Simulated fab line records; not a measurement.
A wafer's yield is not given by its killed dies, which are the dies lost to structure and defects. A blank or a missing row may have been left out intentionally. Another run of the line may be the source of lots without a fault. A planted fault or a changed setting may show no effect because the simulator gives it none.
A lot that was struck, set against a sound lot | flow berkeleyCmos170 | 23 steps out of a route of 331
Sound: the wafers L284.1, L284.5, L284.6. Struck: wafers L289.1, L289.4, L289.5. At the end, the cause is stated.
Each step with rows lists, per side, the tool, then ch with its chambers, then its first start. Under that, the readings that differ: sound wafers | struck wafers | difference of the means | sigmas: that difference in standard deviations of wafers without a fault.
alike: a reading whose means differ by less than 2 such deviations, as well as words and numbers matching on both sides. not compared: withheld readings; readings where some wafer has no value; bounds like >300 that might hide an equal value; numbers whose values overlap and for which the record gives no deviation.
Wherever a step has rows on one side only, a row that says differs or no value, or a row with sigmas, the two part there. Numbers that have no deviation but don't overlap get no sigmas and don't part them. A reading missing from all wafers of one side parts the sides only when that side holds two or more wafers.

UCB170_ACTIVE_OVL_MEAS_14:
  sound on overlay-01 at day 4 19:48; struck on overlay-01 at day 5 23:01
  alike: ACTIVE_OVL
UCB170_ACTIVE_ETCH_15: etches Si3N4 in CH3F/Ar/O2, stops on SiO2, target depth 242 nm, time 151 s.
  sound on rieDiel-03 ch 1,2,3, day 4 19:50; struck on rieDiel-01 ch 1,2, day 5 23:04
  alike: drypumpMotorCurrentA, oesProductAu, rfFwdPowerW, throttleValvePct
  not compared: rfHoursCounterH
UCB170_ACTIVE_STRIP_16: strips in O2.
  sound on plasmaAsher-04 ch 0,1, day 4 19:56; struck on plasmaAsher-04 ch 0,1, day 5 23:10
reading                  | sound             | struck            | difference | sigmas
stripTimeToEndpointS (s) | 18.21 18.31 18.33 | 18.00 18.04 18.00 | -0.27      | -2
  alike: drypumpMotorCurrentA, o2FlowSccm, oesProductAu
  not compared: rfHoursCounterH
UCB170_ACTIVE_CD_MEAS_90: target cd 1200 nm.
  sound on cdSem-02 at day 4 20:08; struck on cdSem-01 at day 5 23:16
  alike: cdNm
then, 7 steps without rows for these wafers: UCB170_ACTIVE_CLEAN_17 (cleans in SPM, time 600 s); UCB170_PFIELD_HMDS_00 (prime time 60 s); UCB170_PFIELD_COAT_01 (resist thk 900 nm); UCB170_PFIELD_SOFTBAKE_02 (time 60 s); UCB170_PFIELD_EXPOSE_03 (exposes mask PFIELD, target cd 1500 nm); UCB170_PFIELD_PEB_04; UCB170_PFIELD_DEVELOP_05 (develop time 45 s).
UCB170_PFIELD_OVL_MEAS_06:
  sound on overlay-02 at day 4 22:39; struck on overlay-01 at day 6 00:24
  alike: PFIELD_OVL
UCB170_PFIELD_IMPLANT_07:
  sound on implanter-03 ch 0, day 4 22:41; struck on implanter-01 ch 0, day 6 00:26
reading          | sound                            | struck                           | difference  | sigmas
doseIonsCm2      | 2.0004e+13 2.0038e+13 1.9998e+13 | 1.8813e+13 1.8822e+13 1.8825e+13 | -1.1933e+12 | -60
faradayCurrentUA | 65.2 64.0 62.5                   | 59.9 61.9 57.9                   | -4.0        | -3
  alike: endStationPressureTorr
UCB170_PFIELD_STRIP_08: strips in O2.
  sound on plasmaAsher-03 ch 0,1, day 4 22:50; struck on plasmaAsher-04 ch 0,1, day 6 00:35
reading                  | sound             | struck            | difference | sigmas
stripTimeToEndpointS (s) | 21.64 21.69 21.74 | 21.51 21.51 21.42 | -0.21      | -4
  alike: drypumpMotorCurrentA, o2FlowSccm, oesProductAu
  not compared: rfHoursCounterH
UCB170_PFIELD_TW_MEAS_09:
  sound on filmMetro-01 at day 4 22:56; struck on filmMetro-03 at day 6 00:55
reading   | sound             | struck            | difference | sigmas
PFIELD_TW | 604.5 599.6 601.4 | 590.3 588.1 591.4 | -11.9      | -5
  not compared: hold
UCB170_FIELD_OXIDATION_01: target thk 558.3 nm, ox time 7200 s.
  sound on furnace-04 ch 0, day 5 00:01; struck on furnace-02 ch 0, day 6 04:19
reading                                     | sound             | struck          | difference | sigmas
model.SiO2_of_FIELD_OXIDATION_01.thkNm (nm) | 553.4 562.2 556.5 | 543.7 541.6 544 | -14.3      | 
  alike: oxTempC
UCB170_FIELD_THK_MEAS_02:
  sound on filmMetro-02 at day 5 03:04; struck on filmMetro-04 at day 6 07:22
  alike: FIELD_OXIDE_THK
then, 3 steps without rows for these wafers: UCB170_FIELD_ANNEAL_03 (time 1200 s); UCB170_FIELD_WET_ETCH_04 (etches SiO2 in dHF, time 60 s); UCB170_FIELD_WET_ETCH_05 (etches Si3N4 in H3PO4, time 12600 s).
UCB170_FIELD_WET_ETCH_06: etches SiO2 in BOE, time 22 s.
  sound on wetBench-02 ch 3, day 5 09:04; struck on wetBench-03 ch 3, day 6 14:28
reading                                     | sound             | struck            | difference | sigmas
model.SiO2_of_FIELD_OXIDATION_01.thkNm (nm) | 437.4 445.9 440.3 | 427.5 425.7 427.7 | -14.2      | 
UCB170_FIELD_THK_MEAS_90:
  sound on filmMetro-04 at day 5 09:11; struck on filmMetro-02 at day 6 14:29
  alike: FIELD_OXIDE_LEFT_1_THK
-- the record jumps here: 3 days lie between the struck wafers' starts before and after (it left off in module FIELD and takes up again in module M3, whose first step shown is number 331 of the route) --
UCB170_M3_PROBE_99:
  record: rows for the struck wafers here (prober-01, day 9 04:19), none for the sound ones

WHERE THEY PART
Earliest at UCB170_ACTIVE_STRIP_16; latest, in this record, at UCB170_M3_PROBE_99.

WHY: what the simulator had put in
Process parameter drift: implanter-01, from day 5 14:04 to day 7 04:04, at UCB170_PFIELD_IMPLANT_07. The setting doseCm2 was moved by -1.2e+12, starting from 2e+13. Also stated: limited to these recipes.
